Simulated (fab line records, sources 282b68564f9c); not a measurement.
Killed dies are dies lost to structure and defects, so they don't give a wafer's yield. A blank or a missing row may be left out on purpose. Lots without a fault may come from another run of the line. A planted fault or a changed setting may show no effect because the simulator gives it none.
Problem report in the 8D (eight disciplines) form, filled by code | flow rit_cmos | the parts of the form that need people (team, actions taken, sign-off) are left out

1. THE PROBLEM
run_length_s at RIT_GATE_CLEAN_04 reads a mean of 334 s on 3 wafers of 1 lot; wafers without a fault read 89 s with a standard deviation of 3.9. That is +63 standard deviations from the usual mean.
The step: cleans in dHF, time 60 s.
First seen on wafer L263.2, day 5 01:04, on wet_bench-02. The record holds 39 wafers of 13 lots with a number at this step. Rule for "out", or "out of limits": more than 4 standard deviations from the usual mean. The other wafers with a number count as sound.

2. WHAT IT IS AND WHAT IT IS NOT
question                    | is                     | is not
which readings at this step | run_length_s           | -
which lots                  | L263                   | L250, L252, L253, L257, L258, L259, L260, L261, L262, L265, L269, L273
which wafers of those lots  | all that have a number | -
read on which tools         | wet_bench-02           | wet_bench-01, wet_bench-03
when                        | from day 5 01:04       | up to then (27 sound wafers); but 9 sound wafers of L265, L269, L273 came after

3. SUSPECTS, AND WHAT RULES EACH OUT
Counting: a tool at a process step up to the reading stays a suspect if it ran every lot that is out and no sound lot after the first of them.
- wet_bench-02 at RIT_GATE_CLEAN_04 (cleans in dHF, time 60 s): kept. It ran the lot that is out, L263 (day 5 01:04), and no sound lot after that; its last sound lot up to then is L262 (day 4 19:46). Its own readings are out on those wafers: run_length_s.
Left after counting: wet_bench-02 at RIT_GATE_CLEAN_04.

4. THE CAUSE (what the simulator had put in)
Process parameter drift: wet_bench-02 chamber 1, from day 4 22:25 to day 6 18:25, at RIT_GATE_CLEAN_04. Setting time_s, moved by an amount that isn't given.
Counting left only this tool.

5. THE CHAIN OF EFFECTS, in route order
Each row: a reading whose mean over the struck wafers that have a number lies more than 3 standard deviations from the usual. Only readings for which the record gives a usual standard deviation are gone through. hours: the time from each lot's start at the first step in this table that gives one to its start at this step, as a median over the lots. sigmas: the change in usual standard deviations.
hours | step              | reading      | usual | on struck wafers | change | sigmas
0     | RIT_GATE_CLEAN_04 | run_length_s | 89 s  | 334              | +245   | +63
The process steps in it:
- RIT_GATE_CLEAN_04: cleans in dHF, time 60 s.
Later measuring or inspecting steps at which every struck wafer that the step has a row for has a number for every such reading, and none has moved that far: RIT_FOX2_THK_MEAS_91.

6. WHAT WOULD HAVE CAUGHT IT SOONER
In this record the first reading out of limits was taken at day 5 01:04, 3 hours after the fault began at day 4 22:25.
